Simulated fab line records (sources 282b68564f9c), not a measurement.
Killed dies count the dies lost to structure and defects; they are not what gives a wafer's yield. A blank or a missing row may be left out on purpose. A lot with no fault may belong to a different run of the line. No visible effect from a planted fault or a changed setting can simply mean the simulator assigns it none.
fab line records -- flow rit_cmos
[record] lots = 6, wafers = 18, last_day = 7
route steps=202 shown M1@184
lots that met no fault: from a run of the same line without faults
start_h: the number of hours between the record's first day and the start of the first shown wafer of the lot -- wait_h: hours since the lot's step before -- " repeats the value in the row above -- L1.1+2: one row covering several wafers at once -- - no value present, or no start provided -- * or withheld: withheld -- < > ~ a bound
route shown NAME@n: NAME is a module with steps in the file, n the number in the route of the first one -- usual: the fault-free wafers' mean and standard deviation -- same: alike in all rows -- chamber/n: place in a boat -- sites: the reading at each site -- _std_site: their standard deviation -- _edge_site: inner sites' mean taken away from outer sites' mean -- radius_mm: how far each site lies from the wafer's centre -- mask NAME#n: copy n -- behind: the most recent tool/chamber to have shaped the wafer -- hold: what put the lot on hold/how long, in hours/how the hold closed -- device: which transistor (n, p or np) failed to switch -- end of line: the same wafers' tests at the end of the route -- a step given without rows: its recipe and nothing more -- killed: dies that structure and defects cost at the first sort, which is not the same as the wafer's yield -- map: per-die view of a wafer (x killed, . not killed, _ where there is no die)
set.NAME: the setting that was run; set.NAME@STEP: the one run at that earlier step -- model.NAME: the simulator's own value behind a step, which no gauge read
lots at some steps of the route; a table a step, a row a wafer
services: from which hour (start_h, from the record's first day; less than 0 if before it) a tool's chamber was out of use, for how many hours, and why
[[steps]]
[step RIT_M1_SPUTTER_00]
[recipe] material = Al, target_thk_nm = 400, power_w = 2057, chamber_pressure_pa = 0.4, gas = Ar, time_s = 500, substrate_temp_c = 25
[usual] throttle_valve_pct = 30.0/0.93
lot.wafer,tool,chamber,start_h,wait_h,throttle_valve_pct
L852.1,pvd_sputter-03,-,67.52,0.0,30.3
L852.5,pvd_sputter-03,-,67.52,0.0,31.2
L852.6,pvd_sputter-03,-,67.52,0.0,30.6
L857.4,pvd_sputter-02,-,95.36,0.0,29.3
L857.5,pvd_sputter-02,-,95.36,0.0,30.5
L857.6,pvd_sputter-02,-,95.36,0.0,31.3
L860.3,pvd_sputter-04,-,109.54,0.0,29.6
L860.4,pvd_sputter-04,-,109.54,0.0,27.4
L860.5,pvd_sputter-04,-,109.54,0.0,29.2
L864.1,pvd_sputter-03,-,132.34,0.0,30.4
L864.2,pvd_sputter-03,-,132.34,0.0,30.7
L864.4,pvd_sputter-03,-,132.34,0.0,29.5
L871.2,pvd_sputter-02,-,167.93,0.0,29.2
L871.4,pvd_sputter-02,-,167.93,0.0,30.0
L871.5,pvd_sputter-02,-,167.93,0.0,31.2
L872.2,pvd_sputter-04,-,174.98,0.0,27.9
L872.3,pvd_sputter-04,-,174.98,0.0,28.8
L872.5,pvd_sputter-04,-,174.98,0.0,27.5
[step RIT_M1_RS_MEAS_01]
[recipe] thk_meas_gauge = four-point-probe, reads = Al_of_M1_SPUTTER_00
[usual] M1_AL_RS = 0.0712/0.00077
lot.wafer,tool,chamber,start_h,wait_h,M1_AL_RS[ohm/sq]
L852.1,film_metro-02,-,67.81,0.1,0.0716
L852.5,film_metro-02,-,67.81,0.1,0.0708
L852.6,film_metro-02,-,67.81,0.1,0.0709
L857.4,film_metro-01,-,95.72,0.2,0.0712
L857.5,film_metro-01,-,95.72,0.2,0.0709
L857.6,film_metro-01,-,95.72,0.2,0.0705
L860.3,film_metro-01,-,109.88,0.2,0.0719
L860.4,film_metro-01,-,109.88,0.2,0.0721
L860.5,film_metro-01,-,109.88,0.2,0.0721
L864.1,film_metro-04,-,132.63,0.1,0.0717
L864.2,film_metro-04,-,132.63,0.1,0.0713
L864.4,film_metro-04,-,132.63,0.1,0.0718
L871.2,film_metro-02,-,168.24,0.2,0.0717
L871.4,film_metro-02,-,168.24,0.2,0.0713
L871.5,film_metro-02,-,168.24,0.2,0.0710
L872.2,film_metro-01,-,175.30,0.2,0.0711
L872.3,film_metro-01,-,175.30,0.2,0.0711
L872.5,film_metro-01,-,175.30,0.2,0.0715
[step RIT_M1_THK_MEAS_02]
[recipe] thk_meas_gauge = xrf, reads = Al_of_M1_SPUTTER_00
[usual] M1_AL_THK = 410/4.8
lot.wafer,tool,chamber,start_h,wait_h,M1_AL_THK[nm]
L852.1,film_metro-02,-,67.93,0.1,409
L852.5,film_metro-02,-,67.93,0.1,413
L852.6,film_metro-02,-,67.93,0.1,410
L857.4,film_metro-01,-,95.81,0.1,411
L857.5,film_metro-01,-,95.81,0.1,413
L857.6,film_metro-01,-,95.81,0.1,415
L860.3,film_metro-01,-,109.98,0.1,409
L860.4,film_metro-01,-,109.98,0.1,408
L860.5,film_metro-01,-,109.98,0.1,406
L864.1,film_metro-04,-,132.75,0.1,402
L864.2,film_metro-04,-,132.75,0.1,407
L864.4,film_metro-04,-,132.75,0.1,404
L871.2,film_metro-02,-,168.35,0.1,405
L871.4,film_metro-02,-,168.35,0.1,411
L871.5,film_metro-02,-,168.35,0.1,412
L872.2,film_metro-01,-,175.41,0.1,410
L872.3,film_metro-01,-,175.41,0.1,411
L872.5,film_metro-01,-,175.41,0.1,409
[step RIT_M1_HMDS_03]
[recipe] prime_time_s = 60, prime_temp_c = 140
[step RIT_M1_COAT_04]
[recipe] resist = NOVOLAK, spin_rpm = 2000, resist_thk_nm = 1300
[step RIT_M1_SOFTBAKE_05]
[recipe] resist = NOVOLAK, temp_c = 90, time_s = 60
[step RIT_M1_EXPOSE_06]
[recipe] mask_id = M12, na = 0.6, source_shape = conventional, sigma_outer = 0.5, target_cd_nm = 2600, dose_mj = 250
[step RIT_M1_PEB_07]
[recipe] resist = NOVOLAK, temp_c = withheld, time_s = withheld
[step RIT_M1_DEVELOP_08]
[recipe] resist = NOVOLAK, develop_time_s = 68, dev_temp_c = 23
[step RIT_M1_CD_MEAS_09]
[recipe] target_cd_nm = 2600
[usual] cd_nm = 2600.7/2.1
lot.wafer,tool,chamber,start_h,wait_h,cd_nm
L852.1,cd_sem-02,-,68.87,-,2601.7
L852.5,cd_sem-02,-,68.87,-,2599.9
L852.6,cd_sem-02,-,68.87,-,2601.5
L857.4,cd_sem-01,-,97.00,-,2601.5
L857.5,cd_sem-01,-,97.00,-,2603.6
L857.6,cd_sem-01,-,97.00,-,2600.7
L860.3,cd_sem-01,-,111.06,-,2601.7
L860.4,cd_sem-01,-,111.06,-,2602.0
L860.5,cd_sem-01,-,111.06,-,2600.8
L864.1,cd_sem-02,-,133.69,-,2597.9
L864.2,cd_sem-02,-,133.69,-,2597.7
L864.4,cd_sem-02,-,133.69,-,2599.2
L871.2,cd_sem-01,-,169.43,-,2597.2
L871.4,cd_sem-01,-,169.43,-,2598.1
L871.5,cd_sem-01,-,169.43,-,2598.5
L872.2,cd_sem-01,-,176.48,-,2603.9
L872.3,cd_sem-01,-,176.48,-,2604.2
L872.5,cd_sem-01,-,176.48,-,2604.2
[step RIT_M1_OVL_MEAS_10]
[usual] M1_OVL = -1.1/1.4
lot.wafer,tool,chamber,start_h,wait_h,M1_OVL[nm]
L852.1,overlay-02,-,68.99,0.1,0.1
L852.5,overlay-02,-,68.99,0.1,0.6
L852.6,overlay-02,-,68.99,0.1,-1.3
L857.4,overlay-01,-,97.08,0.1,0.2
L857.5,overlay-01,-,97.08,0.1,0.2
L857.6,overlay-01,-,97.08,0.1,-2.1
L860.3,overlay-02,-,111.15,0.1,-1.1
L860.4,overlay-02,-,111.15,0.1,-1.2
L860.5,overlay-02,-,111.15,0.1,0.4
L864.1,overlay-02,-,133.81,0.1,-1.8
L864.2,overlay-02,-,133.81,0.1,-3.4
L864.4,overlay-02,-,133.81,0.1,-0.2
L871.2,overlay-02,-,169.53,0.1,0.9
L871.4,overlay-02,-,169.53,0.1,-0.3
L871.5,overlay-02,-,169.53,0.1,-2.2
L872.2,overlay-01,-,176.59,0.1,0.5
L872.3,overlay-01,-,176.59,0.1,0.0
L872.5,overlay-01,-,176.59,0.1,-1.4
[step RIT_M1_HARDBAKE_11]
[recipe] resist = NOVOLAK, temp_c = 140, time_s = 120
[step RIT_M1_METAL_ETCH_12]
[recipe] stop_on = SiO2, chemistry = Cl2/BCl3, target = Al, time_s = 165, over_etch_frac = 0.5, pressure_mtorr = 100, target_depth_a = 6000, rf_w = 250, Cl2_flow_sccm = 60, bcl3_flow_sccm = 50
[usual] drypump_motor_current_A = 5.6/0.56, oes_product_au = 0.794/0.0088, throttle_valve_pct = 8.28/0.088
lot.wafer,tool,chamber,start_h,wait_h,drypump_motor_current_A,oes_product_au,rf_hours_counter_h,throttle_valve_pct
L852.1,rie_metal-04,0,69.28,0.2,5.2,0.793,2.3,8.28
L852.5,rie_metal-04,1,69.28,0.2,6.3,0.790,-,8.39
L852.6,rie_metal-04,0,69.28,0.2,5.2,0.799,-,8.27
L857.4,rie_metal-02,0,97.42,0.1,4.9,0.810,-,8.39
L857.5,rie_metal-02,0,97.42,0.1,4.9,0.808,-,8.40
L857.6,rie_metal-02,1,97.42,0.1,6.1,0.795,-,8.23
L860.3,rie_metal-02,1,111.48,0.2,6.1,0.796,-,8.23
L860.4,rie_metal-02,0,111.48,0.2,4.9,0.797,-,8.40
L860.5,rie_metal-02,1,111.48,0.2,6.1,0.785,-,8.24
L864.1,rie_metal-04,1,134.10,0.2,6.3,0.787,3.4,8.39
L864.2,rie_metal-04,0,134.10,0.2,5.3,0.797,3.1,8.27
L864.4,rie_metal-04,1,134.10,0.2,6.3,0.788,-,8.39
L871.2,rie_metal-03,1,169.81,0.2,6.2,0.787,1.8,8.13
L871.4,rie_metal-03,0,169.81,0.2,5.2,0.796,-,8.28
L871.5,rie_metal-03,0,169.81,0.2,5.2,0.796,-,8.28
L872.2,rie_metal-02,1,176.89,0.2,6.1,0.805,5.6,8.24
L872.3,rie_metal-02,1,176.89,0.2,6.1,0.797,-,8.24
L872.5,rie_metal-02,1,176.89,0.2,6.1,0.794,-,8.24
[step RIT_M1_STRIP_13]
[recipe] chemistry = nmp, resist = NOVOLAK, temp_c = 80, time_s = 600, dry = n2_spin
[step RIT_M1_STRIP_14]
[recipe] chemistry = O2, time_s = 180, platen_temp_c = withheld, power_w = 500, pressure_mtorr = 4000, o2_flow_sccm = 4000
[usual] drypump_motor_current_A = 5.4/0.51, rf_refl_power_W = 7.0/0.97
lot.wafer,tool,chamber,start_h,wait_h,drypump_motor_current_A,rf_hours_counter_h,rf_refl_power_W
L852.1,plasma_asher-04,0,69.61,0.0,4.8,43,8.2
L852.5,plasma_asher-04,1,69.61,0.0,5.4,-,6.5
L852.6,plasma_asher-04,0,69.61,0.0,4.8,-,8.2
L857.4,plasma_asher-03,1,97.77,0.1,6.2,-,5.7
L857.5,plasma_asher-03,1,97.77,0.1,6.2,-,5.9
L857.6,plasma_asher-03,0,97.77,0.1,5.9,-,8.5
L860.3,plasma_asher-02,0,111.82,0.1,5.9,-,7.8
L860.4,plasma_asher-02,1,111.82,0.1,4.9,-,6.1
L860.5,plasma_asher-02,0,111.82,0.1,5.9,-,7.5
L864.1,plasma_asher-02,0,134.45,0.0,5.9,49,7.7
L864.2,plasma_asher-02,1,134.45,0.0,4.9,49,6.1
L864.4,plasma_asher-02,0,134.45,0.0,5.9,-,7.4
L871.2,plasma_asher-03,1,170.17,0.0,6.2,39,6.0
L871.4,plasma_asher-03,0,170.17,0.0,5.9,-,8.8
L871.5,plasma_asher-03,1,170.17,0.0,6.2,-,5.8
L872.2,plasma_asher-02,1,177.40,0.0,4.9,53,6.3
L872.3,plasma_asher-02,1,177.40,0.0,4.9,-,5.5
L872.5,plasma_asher-02,0,177.40,0.0,5.9,-,7.8
[step RIT_M1_CD_MEAS_90]
[recipe] target_cd_nm = 2600
[usual] cd_nm = 2601.3/2.7
lot.wafer,tool,chamber,start_h,wait_h,cd_nm
L852.1,cd_sem-02,-,69.79,0.1,2599.9
L852.5,cd_sem-02,-,69.79,0.1,2597.0
L852.6,cd_sem-02,-,69.79,0.1,2600.5
L857.4,cd_sem-01,-,97.94,0.1,2602.6
L857.5,cd_sem-01,-,97.94,0.1,2603.0
L857.6,cd_sem-01,-,97.94,0.1,2602.0
L860.3,cd_sem-02,-,111.98,0.1,2603.1
L860.4,cd_sem-02,-,111.98,0.1,2601.8
L860.5,cd_sem-02,-,111.98,0.1,2602.1
L864.1,cd_sem-02,-,134.63,0.1,2598.3
L864.2,cd_sem-02,-,134.63,0.1,2597.4
L864.4,cd_sem-02,-,134.63,0.1,2600.4
L871.2,cd_sem-02,-,170.36,0.1,2597.3
L871.4,cd_sem-02,-,170.36,0.1,2598.7
L871.5,cd_sem-02,-,170.36,0.1,2597.4
L872.2,cd_sem-01,-,177.59,0.1,2604.4
L872.3,cd_sem-01,-,177.59,0.1,2606.7
L872.5,cd_sem-01,-,177.59,0.1,2605.6
[step RIT_M1_ANNEAL_15]
[recipe] temp_c = 450, time_s = 1754, ambient = forming_gas_H2N2
[step RIT_M1_BOW_MEAS_16]
[recipe] mode = bow
[usual] M1_BOW = 17/6.8
lot.wafer,tool,chamber,start_h,wait_h,M1_BOW[um]
L852.1,film_metro-02,-,71.41,0.0,19
L852.5,film_metro-02,-,71.41,0.0,29
L852.6,film_metro-02,-,71.41,0.0,14
L857.4,film_metro-02,-,99.56,0.1,21
L857.5,film_metro-02,-,99.56,0.1,28
L857.6,film_metro-02,-,99.56,0.1,17
L860.3,film_metro-02,-,113.60,0.1,23
L860.4,film_metro-02,-,113.60,0.1,24
L860.5,film_metro-02,-,113.60,0.1,18
L864.1,film_metro-02,-,136.25,0.0,22
L864.2,film_metro-02,-,136.25,0.0,13
L864.4,film_metro-02,-,136.25,0.0,21
L871.2,film_metro-04,-,171.98,0.0,9
L871.4,film_metro-04,-,171.98,0.0,18
L871.5,film_metro-04,-,171.98,0.0,18
L872.2,film_metro-01,-,179.21,0.0,26
L872.3,film_metro-01,-,179.21,0.0,20
L872.5,film_metro-01,-,179.21,0.0,20
[step RIT_M1_PROBE_99]
[usual] defect_limited_yield = 97.2/1.2, killed_at_M0_to_M3 = 0.0/0.14, killed_at_contacts = 0.1/0.31, killed_at_front_end = 7/3.2, killed_dies = 7/3.2, killed_open = 3.6/1.9, killed_short = 3.6/2, sort_bin_3_pad_short = 0.1/0.22, sort_bin_5_function = 1.6/0.93, sort_bin_6_memory = 1.0/0.66, sort_n_pass = 257/3.2, sort_yield_pct = 97.2/1.2
[same] gross_dies = 264, killed_at_M4_up = 0, killed_at_back_side = 0, killed_at_other = 0
lot.wafer,tool,chamber,start_h,wait_h,defect_limited_yield[%],killed_at_M0_to_M3,killed_at_contacts,killed_at_front_end,killed_dies,killed_open,killed_short,sort_bin_3_pad_short[%],sort_bin_5_function[%],sort_bin_6_memory[%],sort_n_pass,sort_yield_pct[%],model.etest.tester.sort_n_pass,model.etest.tester.sort_yield_pct,model.etest.tester.sort_bin_5_pct
L852.1,prober-01,-,71.53,0.1,97.7,0,0,6,6,1,5,0.4,1.1,0.8,258,97.7,258,97.73,1.136
L852.5,prober-01,-,71.73,0.2,96.6,0,0,9,9,5,4,0,1.5,1.9,255,96.6,255,96.59,1.515
L852.6,prober-01,-,71.78,0.2,95.8,0,0,11,11,4,7,0,3.8,0.4,253,95.8,253,95.83,3.788
L857.4,prober-02,-,99.77,0.2,96.6,6,0,3,9,2,1,0,2.3,1.1,255,96.6,255,96.59,2.273
L857.5,prober-02,-,99.82,0.2,97.7,3,0,3,6,2,1,0.4,1.5,0.4,258,97.7,258,97.73,1.515
L857.6,prober-02,-,99.87,0.2,96.2,0,0,10,10,5,5,0.4,1.9,1.5,254,96.2,254,96.21,1.894
L860.3,prober-02,-,113.78,0.2,97.3,0,0,7,7,5,2,0.4,1.5,0.8,257,97.3,257,97.35,1.515
L860.4,prober-02,-,113.83,0.2,94.3,8,1,6,15,2,5,0,3.0,2.7,249,94.3,249,94.32,3.03
L860.5,prober-02,-,113.88,0.2,97.7,0,0,6,6,2,4,0,1.5,0.8,258,97.7,258,97.73,1.515
L864.1,prober-01,-,136.37,0.1,95.5,0,0,12,12,4,8,0.4,3.0,1.1,252,95.5,252,95.45,3.03
L864.2,prober-01,-,136.42,0.1,95.1,0,0,13,13,7,6,0,2.3,2.7,251,95.1,251,95.08,2.273
L864.4,prober-01,-,136.52,0.2,97.7,0,0,6,6,4,2,0,1.5,0.8,258,97.7,258,97.73,1.515
L871.2,prober-02,-,172.13,0.1,97.3,0,0,7,7,2,5,0.4,1.1,1.1,257,97.3,257,97.35,1.136
L871.4,prober-02,-,172.23,0.2,98.1,0,0,5,5,3,2,0.4,1.5,0,259,98.1,259,98.11,1.515
L871.5,prober-02,-,172.28,0.2,97.0,0,0,8,8,3,5,0,1.9,1.1,256,97.0,256,96.97,1.894
L872.2,prober-01,-,179.36,0.1,96.6,0,1,8,9,4,5,0.8,2.7,0,255,96.6,255,96.59,2.652
L872.3,prober-01,-,179.41,0.2,96.2,0,1,9,10,4,6,0,1.9,1.9,254,96.2,254,96.21,1.894
L872.5,prober-01,-,179.51,0.2,96.6,0,1,8,9,4,5,0,1.9,1.5,255,96.6,255,96.59,1.894
// killed by level:class
L852.1 GATE:geometric_particle:short=3 FOX2:geometric_particle:open=1 FOX2:geometric_particle:short=1 SPACER:geometric_particle:short=1
L852.5 SPACER:geometric_particle:open=2 SILICIDE:geometric_particle:open=2 FOX1:geometric_particle:open=1 FOX1:geometric_particle:short=1 FOX2:geometric_particle:short=1 GATE:geometric_particle:short=1 SILICIDE:geometric_particle:short=1
L852.6 GATE:geometric_particle:short=4 SILICIDE:geometric_particle:open=3 REOX:geometric_particle:short=2 FOX1:geometric_particle:open=1 SILICIDE:geometric_particle:short=1
L857.4 M1:unspecified=6 GATE:geometric_particle:short=1 GATE:geometric_particle:open=1 SPACER:geometric_particle:open=1
L857.5 M1:unspecified=3 GATE:geometric_particle:open=1 GATE:geometric_particle:short=1 SPACER:geometric_particle:open=1
L857.6 SILICIDE:geometric_particle:open=3 FOX1:geometric_particle:short=2 FOX1:geometric_particle:open=1 GATE:geometric_particle:open=1 GATE:geometric_particle:short=1 SPACER:geometric_particle:short=1 SILICIDE:geometric_particle:short=1
L860.3 GATE:geometric_particle:short=2 REOX:geometric_particle:open=2 FOX1:geometric_particle:open=1 GATE:geometric_particle:open=1 SPACER:geometric_particle:open=1
L860.4 M1:unspecified=8 SPACER:geometric_particle:short=3 GATE:geometric_particle:short=1 GATE:geometric_particle:open=1 REOX:geometric_particle:short=1 CONTACT:geometric_particle:open=1
L860.5 GATE:geometric_particle:short=3 FOX1:geometric_particle:open=1 SPACER:geometric_particle:open=1 SILICIDE:geometric_particle:short=1
L864.1 GATE:geometric_particle:short=5 REOX:geometric_particle:short=2 FOX1:geometric_particle:open=1 FOX2:geometric_particle:open=1 GATE:geometric_particle:open=1 SPACER:geometric_particle:short=1 SPACER:geometric_particle:open=1
L864.2 FOX1:geometric_particle:short=3 GATE:geometric_particle:open=3 SILICIDE:geometric_particle:short=2 SILICIDE:geometric_particle:open=2 FOX1:geometric_particle:open=1 GATE:geometric_particle:short=1 SPACER:geometric_particle:open=1
L864.4 GATE:geometric_particle:open=2 SILICIDE:geometric_particle:open=2 FOX1:geometric_particle:short=1 GATE:geometric_particle:short=1
L871.2 REOX:geometric_particle:short=2 REOX:geometric_particle:open=2 SILICIDE:geometric_particle:short=2 FOX2:geometric_particle:short=1
L871.4 FOX1:geometric_particle:open=1 GATE:geometric_particle:short=1 REOX:geometric_particle:short=1 REOX:geometric_particle:open=1 SILICIDE:geometric_particle:open=1
L871.5 SILICIDE:geometric_particle:short=2 FOX1:geometric_particle:open=1 FOX2:geometric_particle:short=1 GATE:geometric_particle:short=1 GATE:geometric_particle:open=1 SPACER:geometric_particle:open=1 SPACER:geometric_particle:short=1
L872.2 GATE:geometric_particle:short=4 FOX1:geometric_particle:short=1 FOX1:geometric_particle:open=1 GATE:geometric_particle:open=1 SPACER:geometric_particle:open=1 CONTACT:geometric_particle:open=1
L872.3 GATE:geometric_particle:short=3 FOX1:geometric_particle:short=2 SPACER:geometric_particle:open=2 REOX:geometric_particle:short=1 SILICIDE:geometric_particle:open=1 CONTACT:geometric_particle:open=1
L872.5 SPACER:geometric_particle:short=2 SILICIDE:geometric_particle:open=2 FOX1:geometric_particle:open=1 FOX1:geometric_particle:short=1 GATE:geometric_particle:short=1 SPACER:geometric_particle:open=1 CONTACT:geometric_particle:short=1
// map L857.6 (x killed, . not)
________......._______
_____.............____
____...............___
___...........x.....__
__..................._
__x..........x......._
_.....................
_..x..................
_x..............x.....
_......x..............
__..................._
__..................._
___.................__
____.............x.___
_____..x.........x____
________......._______
// map L860.4 (x killed, . not)
________......._______
_____..x......x...____
____...............___
___................x__
__..................._
__..................x_
_.....x...............
_.....................
_..............x......
_.....................
__..................._
__..................._
___.....x...x.x.....__
____.........xx....___
_____.........xx..____
________....xx._______
[[services]]
tool,chamber,start_h,hours,kind
rie_metal-02,1,45.93,1.1,repair
pvd_sputter-02,-,70.40,1.1,repair
pvd_sputter-04,-,76.67,4.3,repair
plasma_asher-04,-,93.70,0.7,repair
pvd_sputter-03,-,106.14,3.8,repair
plasma_asher-04,-,108.75,9.0,pm
plasma_asher-04,0,108.75,9.0,vent_cycle
plasma_asher-04,1,108.75,9.0,vent_cycle
plasma_asher-04,-,117.75,2.8,pm
plasma_asher-04,0,117.75,-,clean
plasma_asher-04,1,117.75,-,clean
rie_metal-03,-,141.85,2.8,pm
rie_metal-02,1,151.17,4.6,repair
pvd_sputter-04,-,164.76,7.5,repair
pvd_sputter-02,-,172.69,2.4,repair
[[key]]
[first_sign] step = RIT_M1_PROBE_99, reading = killed_at_M0_to_M3, direction = up, sigmas = 5.6, usual = 0.0, struck = 5.7
effect none on later readings
[model_effect] step = RIT_M1_PROBE_99, value = etest.tester.sort_n_pass, without = 259.7, struck = 254
met_at RIT_M1_METAL_ETCH_12
struck_wafers L857.4,L857.5,L860.4
[fault] kind = chamber_particle_source, tool = rie_metal-02, chamber = 0, onset_h = 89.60, steps = RIT_M1_METAL_ETCH_12, rate_per_visit_cm2 = 0.041415, end_h = 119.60
